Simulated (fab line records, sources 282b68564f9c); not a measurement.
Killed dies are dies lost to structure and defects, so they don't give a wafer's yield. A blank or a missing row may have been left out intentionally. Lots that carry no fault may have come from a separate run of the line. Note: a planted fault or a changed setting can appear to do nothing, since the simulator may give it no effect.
Which tool was responsible? + flow ritCmos + 14 lots, 42 wafers sampled, at 3 steps of a route of 202

== WHAT THE GAUGES READ, wafer by wafer ==
RIT_NSD_TW_MEAS_10. Usual: NSD_TW gives 3100 (standard deviation 27).
| lot  | measured    | on           | NSD_TW         | flag |
|------|-------------|--------------|----------------|------|
| L563 | day 3 07:27 | filmMetro-02 | 3090 3069 3080 |      |
| L564 | day 3 11:15 | filmMetro-01 | 3122 3124 3112 |      |
| L565 | day 3 17:08 | filmMetro-01 | 3097 3150 3139 |      |
| L566 | day 4 02:43 | filmMetro-02 | 3089 3074 3070 |      |
| L567 | day 4 04:37 | filmMetro-02 | 3092 3075 3072 |      |
| L569 | day 4 13:11 | filmMetro-02 | 3469 3433 3450 | OFF  |
| L574 | day 5 22:13 | filmMetro-02 | 3436 3443 3453 | OFF  |
| L575 | day 6 00:13 | filmMetro-01 | 3108 3117 3124 |      |
| L578 | day 6 17:05 | filmMetro-02 | 3076 3085 3096 |      |
| L580 | day 6 20:31 | filmMetro-02 | 3080 3079 3069 |      |
| L581 | day 7 05:20 | filmMetro-03 | 3125 3135 3127 |      |
| L582 | day 7 10:32 | filmMetro-01 | 3085 3100 3095 |      |
| L584 | day 8 00:35 | filmMetro-01 | 3111 3124 3104 |      |
| L585 | day 8 03:09 | filmMetro-03 | 3139 3127 3133 |      |

RIT_SDANNEAL_RS_MEAS_05: the measuring method here is four-point-probe. Usual: NSD_RS gives 84.50 ohm/sq (standard deviation 0.28).
| lot  | measured    | on           | NSD_RS (ohm/sq)   | flag |
|------|-------------|--------------|-------------------|------|
| L563 | day 3 09:29 | filmMetro-03 | 84.39 84.51 84.67 |      |
| L564 | day 3 13:24 | filmMetro-02 | 85.09 84.61 84.72 |      |
| L565 | day 3 19:18 | filmMetro-03 | 84.10 83.89 83.96 |      |
| L566 | day 4 04:55 | filmMetro-02 | 84.77 84.94 84.65 |      |
| L567 | day 4 06:39 | filmMetro-03 | 84.48 84.27 84.56 |      |
| L569 | day 4 15:12 | filmMetro-02 | 54.15 54.14 54.18 | OFF  |
| L574 | day 6 00:16 | filmMetro-02 | 54.16 54.14 54.23 | OFF  |
| L575 | day 6 02:16 | filmMetro-02 | 84.84 84.70 84.88 |      |
| L578 | day 6 19:15 | filmMetro-03 | 84.50 84.20 84.19 |      |
| L580 | day 6 23:05 | filmMetro-01 | 84.78 85.04 85.02 |      |
| L581 | day 7 07:36 | filmMetro-03 | 84.32 84.23 84.62 |      |
| L582 | day 7 12:37 | filmMetro-03 | 84.58 84.62 84.56 |      |
| L584 | day 8 02:57 | filmMetro-01 | 84.46 84.50 84.38 |      |
| L585 | day 8 05:12 | filmMetro-02 | 84.53 84.56 84.84 |      |

== WHICH TOOL RAN EACH LOT (tool, then ch and the chambers of the sampled wafers, then the start) ==
| lot  | RIT_NSD_IMPLANT_08             |
|------|--------------------------------|
| L563 | implanter-04 ch 0, day 3 07:08 |
| L564 | implanter-02 ch 0, day 3 10:56 |
| L565 | implanter-02 ch 0, day 3 16:50 |
| L566 | implanter-04 ch 0, day 4 02:23 |
| L567 | implanter-04 ch 0, day 4 04:19 |
| L569 | implanter-02 ch 0, day 4 12:51 |
| L574 | implanter-02 ch 0, day 5 21:53 |
| L575 | implanter-03 ch 0, day 5 23:54 |
| L578 | implanter-03 ch 0, day 6 16:46 |
| L580 | implanter-04 ch 0, day 6 20:12 |
| L581 | implanter-03 ch 0, day 7 05:02 |
| L582 | implanter-04 ch 0, day 7 10:14 |
| L584 | implanter-02 ch 0, day 8 00:16 |
| L585 | implanter-03 ch 0, day 8 02:52 |
- RIT_NSD_IMPLANT_08

== WHAT THE TOOLS THEMSELVES READ (means of the sampled wafers that have a number; where no wafer has one, the mark that the record gives instead) ==
RIT_NSD_IMPLANT_08. Usual: doseIonsCm2 1.0003e+15, standard deviation 1e+12; endStationPressureTorr 7.4e-06 Torr, standard deviation 3.8e-07; faradayCurrentUA 3138, standard deviation 55; tiltDeg 7.001 degrees, standard deviation 0.021.
| lot  | tool         | doseIonsCm2 | endStationPressureTorr (Torr) | faradayCurrentUA | tiltDeg (degrees) | flag |
|------|--------------|-------------|-------------------------------|------------------|-------------------|------|
| L563 | implanter-04 | 9.9977e+14  | 7.3e-06                       | 3148             | 7.013             |      |
| L564 | implanter-02 | 9.9887e+14  | 7.4e-06                       | 3120             | 6.992             |      |
| L565 | implanter-02 | 1.0006e+15  | 7.6e-06                       | 3092             | 6.978             |      |
| L566 | implanter-04 | 1.0010e+15  | 7.3e-06                       | 3126             | 7.033             |      |
| L567 | implanter-04 | 1.0001e+15  | 7.7e-06                       | 3166             | 6.992             |      |
| L569 | implanter-02 | 1.8746e+15  | 9.7e-06                       | 5837             | 6.995             | OFF  |
| L574 | implanter-02 | 1.8743e+15  | 9.6e-06                       | 5815             | 7.013             | OFF  |
| L575 | implanter-03 | 1.0007e+15  | 7.2e-06                       | 3167             | 7.007             |      |
| L578 | implanter-03 | 1.0004e+15  | 7.2e-06                       | 3136             | 6.990             |      |
| L580 | implanter-04 | 1.0002e+15  | 7.2e-06                       | 3096             | 6.996             |      |
| L581 | implanter-03 | 1.0002e+15  | 7.6e-06                       | 3134             | 6.992             |      |
| L582 | implanter-04 | 9.9987e+14  | 7.6e-06                       | 3174             | 7.014             |      |
| L584 | implanter-02 | 9.9943e+14  | 7.4e-06                       | 3093             | 6.996             |      |
| L585 | implanter-03 | 1.0002e+15  | 7.4e-06                       | 3116             | 7.004             |      |

== THE ANSWER, worked out from the rows above alone ==
Rule: a lot is off if the mean of its wafers that have a number lies more than 3 standard deviations from the usual mean. A lot without any number at a reading at which 4 lots or more have one is off too. Any other lot the step has rows for is counted as sound. After the gauges, taken in route order, come the tools' own readings; for these a lot's mean is taken, as printed above. The first step at which some lot is off is used, and at that step the reading that is off furthest; a lot without a number counts as furthest.
Off: L569, L574, at RIT_NSD_TW_MEAS_10 (NSD_TW).
A tool fits if, at a process step before that reading, it ran every lot that is off, and no sound lot after the first of them. The gauges at RIT_NSD_TW_MEAS_10 aren't tried: what is off there is off at RIT_NSD_IMPLANT_08 too, on other tools, and a gauge's error can't cause that. Of those tried, none fits.

== WHAT THE SIMULATOR HAD INSERTED ==
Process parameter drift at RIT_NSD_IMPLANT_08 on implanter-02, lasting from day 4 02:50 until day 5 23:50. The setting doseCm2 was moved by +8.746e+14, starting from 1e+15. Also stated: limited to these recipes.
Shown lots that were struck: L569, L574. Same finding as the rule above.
